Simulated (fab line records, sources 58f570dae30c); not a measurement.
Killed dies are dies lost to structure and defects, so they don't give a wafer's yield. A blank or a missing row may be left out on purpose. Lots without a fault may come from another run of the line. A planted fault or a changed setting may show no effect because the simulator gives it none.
A struck lot beside a sound one | flow berkeley_cmos170 | 19 steps out of a route of 331
Sound: wafers L819.2, L819.4, L819.6. Struck: wafers L835.3, L835.4, L835.5. The cause comes at the end.
At each step with rows: each side's tool, then ch and its chambers, then its first start. Under that, the readings that differ: sound wafers | struck wafers | difference of the means | sigmas: that difference in standard deviations of wafers without a fault.
alike: readings whose means differ by less than 2 such deviations, and words and numbers that are the same on both sides. not compared: withheld readings, readings that some wafer has no value for, bounds like >300 that may hide the same value, and numbers for which the record gives no deviation and whose values overlap.
The two part at a step that has a row with sigmas, a row that says differs or no value, or rows on one side only. Numbers that don't overlap but have no deviation are shown without sigmas and don't part them. A reading that every wafer of one side lacks parts them only if that side has two wafers or more.

UCB170_PLDD_CD_MEAS_06: target cd 1200 nm.
  sound on cd_sem-01, day 6 19:29; struck on cd_sem-02, day 10 04:38
  alike: cd_nm
UCB170_PLDD_OVL_MEAS_07:
  sound on overlay-01, day 6 19:36; struck on overlay-01, day 10 04:43
  alike: PLDD_OVL
then, 2 steps without rows for these wafers: UCB170_PLDD_IMPLANT_08; UCB170_PLDD_IMPLANT_09.
UCB170_PLDD_STRIP_10: strips in O2.
  sound on plasma_asher-04 ch 0,1, day 6 19:57; struck on plasma_asher-04 ch 0,1, day 10 05:05
  alike: drypump_motor_current_A, oes_product_au, strip_time_to_endpoint_s
  not compared: rf_hours_counter_h
UCB170_PLDD_TW_MEAS_11:
  sound on film_metro-03, day 6 20:04; struck on film_metro-02, day 10 05:10
  alike: PLDD_TW
then, 6 steps without rows for these wafers: UCB170_PLDD_CLEAN_12 (cleans in SPM, time 600 s); UCB170_NLDD_HMDS_00 (prime time 60 s); UCB170_NLDD_COAT_01 (resist thk 900 nm); UCB170_NLDD_SOFTBAKE_02 (time 60 s); UCB170_NLDD_EXPOSE_03 (exposes mask NSELECT, target cd 1200 nm); UCB170_NLDD_PEB_04.
UCB170_NLDD_DEVELOP_05: develop time 45 s.
  sound on litho_track-04 ch 0, day 6 22:00; struck on litho_track-01 ch 0, day 10 06:00
UCB170_NLDD_OVL_MEAS_07:
  sound on overlay-01, day 6 22:23; struck on overlay-02, day 10 07:04
  alike: NLDD_OVL
then, 2 steps without rows for these wafers: UCB170_NLDD_IMPLANT_08; UCB170_NLDD_IMPLANT_09.
UCB170_NLDD_STRIP_10: strips in O2.
  sound on plasma_asher-02 ch 1, day 6 22:43; struck on plasma_asher-01 ch 0,1, day 10 07:26
  alike: drypump_motor_current_A, oes_product_au, strip_time_to_endpoint_s
  not compared: rf_hours_counter_h
UCB170_NLDD_TW_MEAS_11:
  sound on film_metro-03, day 6 22:49; struck on film_metro-03, day 10 07:31
  reading | sound          | struck   | difference | sigmas
  NLDD_TW | 2218 2218 2230 | 30 30 30 | -2192      | -99 or more
then, 1 step without rows for these wafers: UCB170_NLDD_CLEAN_12 (cleans in SPM, time 600 s).

WHERE THEY PART
Only at UCB170_NLDD_TW_MEAS_11, within this record.

WHY: what the simulator had put in
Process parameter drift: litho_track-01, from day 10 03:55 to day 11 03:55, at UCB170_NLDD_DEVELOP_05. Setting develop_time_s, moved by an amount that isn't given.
